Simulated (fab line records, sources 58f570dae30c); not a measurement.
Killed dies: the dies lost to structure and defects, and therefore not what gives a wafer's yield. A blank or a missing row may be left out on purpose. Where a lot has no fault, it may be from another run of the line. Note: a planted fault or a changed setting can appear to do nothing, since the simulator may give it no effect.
The tool behind it: which one? ; flow berkeley-cmos170 ; 45 wafers from 15 lots sampled at 2 of the route's 331 steps

## WHAT THE GAUGES SHOWED, per wafer
UCB170_START_THK_MEAS_03. Usual: for START_OXIDE_THK the level is 20.1 nm and the standard deviation is 0.36.
lot;measured;on;START_OXIDE_THK (nm);flag
L807;day 1 14:34;film-metro-02;20.4 20.4 20.6;
L808;day 1 21:39;film-metro-01;20.1 20.0 20.3;
L809;day 2 00:50;film-metro-02;19.6 20.1 20.0;
L811;day 2 07:40;film-metro-01;20.1 20.3 19.8;
L813;day 2 23:10;film-metro-02;20.0 20.1 20.1;
L814;day 2 23:10;film-metro-04;20.0 19.5 20.0;
L817;day 3 19:59;film-metro-01;19.7 19.5 19.5;
L818;day 3 19:59;film-metro-02;19.5 19.3 19.6;
L820;day 4 06:20;film-metro-04;19.8 19.8 19.6;
L823;day 5 01:40;film-metro-02;19.3 20.0 19.3;
L825;day 5 09:47;film-metro-01;20.1 20.3 20.7;
L827;day 5 20:38;film-metro-02;20.2 20.3 20.3;
L828;day 6 00:44;film-metro-02;19.9 20.2 20.1;
L829;day 6 05:43;film-metro-02;20.2 20.7 20.7;
L830;day 6 11:10;film-metro-01;20.1 20.2 20.3;

UCB170_PWELL_THK_MEAS_03. Usual: for PWELL_OXIDE_THK the level is 26.7 nm and the standard deviation is 0.54.
lot;measured;on;PWELL_OXIDE_THK (nm);flag
L807;day 3 03:02;film-metro-02;26.9 26.9 27.3;
L808;day 3 10:08;film-metro-02;26.2 26.4 26.2;
L809;day 3 10:08;film-metro-04;26.9 26.4 27.3;
L811;day 3 20:57;film-metro-03;26.6 26.4 26.5;
L813;day 4 09:04;film-metro-04;26.5 26.6 26.6;
L814;day 4 09:04;film-metro-03;26.5 26.5 26.4;
L817;day 5 08:16;film-metro-04;27.3 27.2 27.1;
L818;day 5 08:17;film-metro-03;26.6 26.8 27.2;
L820;day 5 16:31;film-metro-02;27.6 27.3 27.4;
L823;day 6 10:30;film-metro-03;26.7 27.2 27.3;
L825;day 6 22:20;film-metro-02;27.3 27.2 27.1;
L827;day 7 08:36;film-metro-02;27.2 27.1 27.4;
L828;day 7 17:01;film-metro-03;26.2 26.1 25.7;
L829;day 7 17:01;film-metro-02;26.2 26.1 26.1;
L830;day 8 04:18;film-metro-02;26.5 26.2 26.6;

## WHICH TOOL RAN EACH LOT (tool, then ch and the chambers of the sampled wafers, then the start)
The record holds no process step before these readings.

## WHAT THE TOOLS THEMSELVES READ (means of the sampled wafers that have a number; where no wafer has one, the mark that the record gives instead)
The record holds no such reading with a usual standard deviation.

## THE ANSWER, worked out from the rows above alone
Rule: lot off if the mean of its wafers having a number is beyond 3 standard deviations from the usual mean. A lot without any number at a reading at which 4 lots or more have one is off too. Any other lot the step has rows for is counted as sound. The gauges are gone through in route order, then the tools' own readings, and for those a lot's mean is taken as printed above. At the first step where some lot is off, the reading lying furthest off is the one used; lots without a number count as furthest.
Nothing can be told from this: no lot is off at any reading shown.

## WHAT THE SIMULATOR PUT IN
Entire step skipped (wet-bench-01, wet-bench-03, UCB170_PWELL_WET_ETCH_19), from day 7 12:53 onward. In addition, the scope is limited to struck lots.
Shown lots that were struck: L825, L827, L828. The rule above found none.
